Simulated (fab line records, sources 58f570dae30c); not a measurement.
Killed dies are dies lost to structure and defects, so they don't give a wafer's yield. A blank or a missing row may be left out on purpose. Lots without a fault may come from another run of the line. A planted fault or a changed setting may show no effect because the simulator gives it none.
Which tool did it? | flow berkeley_cmos170 | 8 lots, 24 wafers sampled, at 1 step of a route of 331

WHAT THE GAUGES READ, wafer by wafer
UCB170_PFIELD_TW_MEAS_09.
lot  | measured    | on            | PFIELD_TW
L674 | day 5 15:25 | film_metro-03 | 597 601 601
L676 | day 5 18:16 | film_metro-02 | 611 610 608
L679 | day 6 03:20 | film_metro-03 | 597 600 598
L680 | day 6 15:23 | film_metro-03 | 601 597 599
L682 | day 7 09:26 | film_metro-03 | 600 597 595
L687 | day 8 06:17 | film_metro-01 | 607 610 609
L689 | day 8 14:24 | film_metro-01 | 604 606 610
L690 | day 8 21:55 | film_metro-03 | 600 601 599

WHICH TOOL RAN EACH LOT (tool, then ch and the chambers of the sampled wafers, then the start)
The record holds no process step before these readings.

THE ANSWER, worked out from the rows above alone
Rule: what is usual is taken from the lots themselves. Put in order of their means at a reading, lots are off if they are a third of the lots or fewer, leave a main group of 4 or more, and stand apart from it by a gap of 3 or more times the standard deviation of the main group's means; of several such gaps the widest counts. A main group whose means are all the same, to the digits that the tables above print for the reading, isn't used. A lot without any number at a reading at which 4 lots or more have one is off too. The other lots that the step has rows for count as sound.
No lot is off at any reading shown: from this, nothing can be told.

WHAT THE SIMULATOR HAD PUT IN
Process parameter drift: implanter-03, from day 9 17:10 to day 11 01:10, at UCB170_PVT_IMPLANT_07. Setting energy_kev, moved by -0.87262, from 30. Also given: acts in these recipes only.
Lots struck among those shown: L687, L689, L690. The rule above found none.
